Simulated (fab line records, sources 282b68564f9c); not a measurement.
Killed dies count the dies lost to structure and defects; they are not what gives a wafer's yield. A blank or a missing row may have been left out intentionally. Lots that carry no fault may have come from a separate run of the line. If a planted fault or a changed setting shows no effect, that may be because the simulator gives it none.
Split-lot trial    flow rit-cmos    23 wafers read from 5 lots, route of 202 steps

== SPLIT DETAILS ==
At RIT_PLDD_COAT_01 (resist thk 1000 nm), the setting spin-rpm was moved away from the recipe's 3250 rpm on 10 of the 23 wafers read, by -6.3% to +4.1%. The other wafers ran this setting at the recipe's value.

The reading is taken at the split's own step.

== THE READING ==
NOVOLAK_of_PLDD_COAT_01.thk-nm (the simulator's own value, which no gauge read), in nm, at RIT_PLDD_COAT_01 (resist thk 1000 nm). The file does not state a usual value for it. Across the 13 wafers here that went through the recipe, the average is 1002.3 nm and the standard deviation 2.4 nm.

wafer   tool, chamber at the split  spin-rpm as run, rpm  against the recipe  NOVOLAK_of_PLDD_COAT_01.thk-nm, nm  against lot-mates on the recipe
L074.1  litho-track-01, 0           3044                  -6.3%               1037                                +33.3
L074.3  litho-track-01, 0           3044                  -6.3%               1042                                +38.3
L074.4  litho-track-01, 0           3250                  recipe              1004                                -
L074.5  litho-track-01, 0           3250                  recipe              1004                                -
L074.6  litho-track-01, 0           3250                  recipe              1003                                -
L075.1  litho-track-03, 0           3384                  +4.1%               980.9                               -21.1
L075.2  litho-track-03, 0           3250                  recipe              1000                                -
L075.4  litho-track-03, 0           3250                  recipe              1004                                -
L075.5  litho-track-03, 0           3384                  +4.1%               981.1                               -20.9
L075.6  litho-track-03, 0           3384                  +4.1%               980.7                               -21.3
L076.3  litho-track-02, 0           3250                  recipe              1005                                -
L076.4  litho-track-02, 0           3250                  recipe              1000                                -
L076.6  litho-track-02, 0           3250                  recipe              1006                                -
L079.1  litho-track-01, 0           3161                  -2.7%               1014                                +13.0
L079.5  litho-track-01, 0           3161                  -2.7%               1014                                +13.0
L079.2  litho-track-01, 0           3250                  recipe              998.9                               -
L079.3  litho-track-01, 0           3161                  -2.7%               1015                                +14.0
L079.6  litho-track-01, 0           3250                  recipe              1003                                -
L081.1  litho-track-02, 0           3122                  -3.9%               1024                                +23.2
L081.3  litho-track-02, 0           3250                  recipe              997.5                               -
L081.4  litho-track-02, 0           3122                  -3.9%               1021                                +20.2
L081.5  litho-track-02, 0           3250                  recipe              1002                                -
L081.6  litho-track-02, 0           3250                  recipe              1003                                -

FIT RESULTS
A straight line over all 23 wafers: NOVOLAK_of_PLDD_COAT_01.thk-nm changes by -5.38 nm for each +1% of spin-rpm; r = -0.99; the points scatter about the line by 2.6 nm.
The same after taking each lot's own level away (the mean of its wafers on the recipe; 23 wafers): -5.37 nm for each +1%; r = -0.99; scatter 2 nm.
Per that fit: largest spin-rpm move, reading shift of 34 nm.
From 1000.83 to 1003.67 nm: that is the span of the lots' own levels, equal to 1.2 times the standard deviation above.
So the lot-to-lot level changes the slope little: the two slopes agree.
Check: for one of the wafers moved furthest among these (-6.3%), held out of the fit, the line's prediction against its lot-mates is +34.5 nm. It came out at +33.3 nm against them.

== FURTHER SPLITS ON THESE WAFERS ==
Other splits were also applied to these wafers ahead of the reading. Each is held against what the fit with the lots' levels taken away leaves over:
other split on the same wafers     wafers away from the commonest value  r with NOVOLAK_of_PLDD_COAT_01.thk-nm (lot level and that fit taken away)
RIT_ACTIVE_CVD_03 time-s           10                                    -0.09
RIT_ACTIVE_ETCH_13 pressure-mtorr  18                                    -0.23
RIT_FOX2_OXIDATION_00 temp-c       15                                    +0.19
RIT_NWELL_IMPLANT_08 dose-cm2      6                                     -0.06
RIT_PWELL_IMPLANT_08 dose-cm2      7                                     +0.35
RIT_NRETRO_SOFTBAKE_02 temp-c      7                                     +0.06
RIT_NRETRO_IMPLANT_08 energy-kev   3                                     +0.04
RIT_GATE_OXIDATION_05 ox-time-s    10                                    -0.08
RIT_GATE_COAT_11 spin-rpm          10                                    -0.32
RIT_REOX_CLEAN_01 time-s           18                                    +0.18

== FILE'S OWN FIT ==
NOVOLAK_of_PLDD_COAT_01.thk-nm changes by -5.45 nm for each +1% of spin-rpm, r = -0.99.
